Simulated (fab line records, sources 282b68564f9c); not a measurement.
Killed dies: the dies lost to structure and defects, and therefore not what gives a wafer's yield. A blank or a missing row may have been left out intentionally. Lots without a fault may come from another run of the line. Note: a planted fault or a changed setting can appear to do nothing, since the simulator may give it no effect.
Which tool was responsible? :: flow ritCmos :: 42 wafers from 14 lots sampled at 2 of the route's 202 steps

WHAT EACH GAUGE READ, for each wafer
RIT_FOX1_THK_MEAS_01.
lot: L180
measured: day 1 19:20
on: filmMetro-03
FOX1_OXIDE_THK (nm): 352 347 346

lot: L181
measured: day 1 23:28
on: filmMetro-04
FOX1_OXIDE_THK (nm): 350 351 357

lot: L184
measured: day 2 14:59
on: filmMetro-03
FOX1_OXIDE_THK (nm): 354 350 357

lot: L185
measured: day 2 18:40
on: filmMetro-04
FOX1_OXIDE_THK (nm): 359 355 359

lot: L186
measured: day 2 23:14
on: filmMetro-04
FOX1_OXIDE_THK (nm): 341 341 339

lot: L187
measured: day 3 04:16
on: filmMetro-04
FOX1_OXIDE_THK (nm): 354 348 350

lot: L188
measured: day 3 10:48
on: filmMetro-03
FOX1_OXIDE_THK (nm): 350 345 352

lot: L190
measured: day 3 20:58
on: filmMetro-04
FOX1_OXIDE_THK (nm): 354 348 352

lot: L191
measured: day 4 01:47
on: filmMetro-03
FOX1_OXIDE_THK (nm): 345 344 347

lot: L192
measured: day 4 07:50
on: filmMetro-03
FOX1_OXIDE_THK (nm): 353 354 352

lot: L196
measured: day 5 03:41
on: filmMetro-03
FOX1_OXIDE_THK (nm): 523 520 519

lot: L200
measured: day 6 00:26
on: filmMetro-02
FOX1_OXIDE_THK (nm): 544 542 531

lot: L201
measured: day 6 03:53
on: filmMetro-04
FOX1_OXIDE_THK (nm): 349 349 354

lot: L202
measured: day 6 09:51
on: filmMetro-03
FOX1_OXIDE_THK (nm): 348 350 346

EACH LOT AND THE TOOL THAT RAN IT (in order: tool; ch and the chambers of the sampled wafers; start)
lot: L180
RIT_FOX1_OXIDATION_00: furnace-01 ch 0, day 1 18:01

lot: L181
RIT_FOX1_OXIDATION_00: furnace-03 ch 0, day 1 22:08

lot: L184
RIT_FOX1_OXIDATION_00: furnace-04 ch 0, day 2 13:40

lot: L185
RIT_FOX1_OXIDATION_00: furnace-01 ch 0, day 2 17:21

lot: L186
RIT_FOX1_OXIDATION_00: furnace-04 ch 0, day 2 21:54

lot: L187
RIT_FOX1_OXIDATION_00: furnace-04 ch 0, day 3 02:55

lot: L188
RIT_FOX1_OXIDATION_00: furnace-04 ch 0, day 3 09:28

lot: L190
RIT_FOX1_OXIDATION_00: furnace-03 ch 0, day 3 19:39

lot: L191
RIT_FOX1_OXIDATION_00: furnace-03 ch 0, day 4 00:28

lot: L192
RIT_FOX1_OXIDATION_00: furnace-04 ch 0, day 4 06:31

lot: L196
RIT_FOX1_OXIDATION_00: furnace-03 ch 0, day 5 00:47

lot: L200
RIT_FOX1_OXIDATION_00: furnace-04 ch 0, day 5 21:38

lot: L201
RIT_FOX1_OXIDATION_00: furnace-03 ch 0, day 6 02:34

lot: L202
RIT_FOX1_OXIDATION_00: furnace-04 ch 0, day 6 08:32
- RIT_FOX1_OXIDATION_00: target thk 350.7 nm, ox time 1130 s.

AS READ BY THE TOOLS THEMSELVES (means over the sampled wafers that have a number; for cases with no such wafer, the mark the record gives instead)
RIT_FOX1_OXIDATION_00.
lot: L180
tool: furnace-01
oxTempC (C): 1100.0

lot: L181
tool: furnace-03
oxTempC (C): 1099.5

lot: L184
tool: furnace-04
oxTempC (C): 1100.1

lot: L185
tool: furnace-01
oxTempC (C): 1100.1

lot: L186
tool: furnace-04
oxTempC (C): 1100.2

lot: L187
tool: furnace-04
oxTempC (C): 1099.3

lot: L188
tool: furnace-04
oxTempC (C): 1100.1

lot: L190
tool: furnace-03
oxTempC (C): 1099.5

lot: L191
tool: furnace-03
oxTempC (C): 1100.2

lot: L192
tool: furnace-04
oxTempC (C): 1099.6

lot: L196
tool: furnace-03
oxTempC (C): 1100.4

lot: L200
tool: furnace-04
oxTempC (C): 1100.0

lot: L201
tool: furnace-03
oxTempC (C): 1100.2

lot: L202
tool: furnace-04
oxTempC (C): 1100.2

THE ANSWER, worked out from the rows above alone
Rule: usual is defined by the lots themselves. Put in order of their means at a reading, lots are off if they are a third of the lots or fewer, leave a main group of 4 or more, and stand apart from it by a gap of 3 or more times the standard deviation of the main group's means; of several such gaps the widest counts. If all means in a main group match to the digits the tables above print for the reading, that group is not used. Also off: a lot with no number at a reading for which 4 or more lots have one. Any other lot the step has rows for is counted as sound. After the gauges, taken in route order, come the tools' own readings; for these a lot's mean is taken, as printed above. The first step at which some lot is off is used, and at that step the reading that is off furthest; a lot without a number counts as furthest.
Off: at RIT_FOX1_THK_MEAS_01 (FOX1_OXIDE_THK), L196, L200. Mean 350 nm and standard deviation 4.2 in the main group.
If a tool, at a process step before that reading, ran all the lots that are off and no sound lot after the first of them, it fits. Gauges at RIT_FOX1_THK_MEAS_01: tried the same way as those tools. None of those tried fits.

WHAT THE SIMULATOR PUT IN
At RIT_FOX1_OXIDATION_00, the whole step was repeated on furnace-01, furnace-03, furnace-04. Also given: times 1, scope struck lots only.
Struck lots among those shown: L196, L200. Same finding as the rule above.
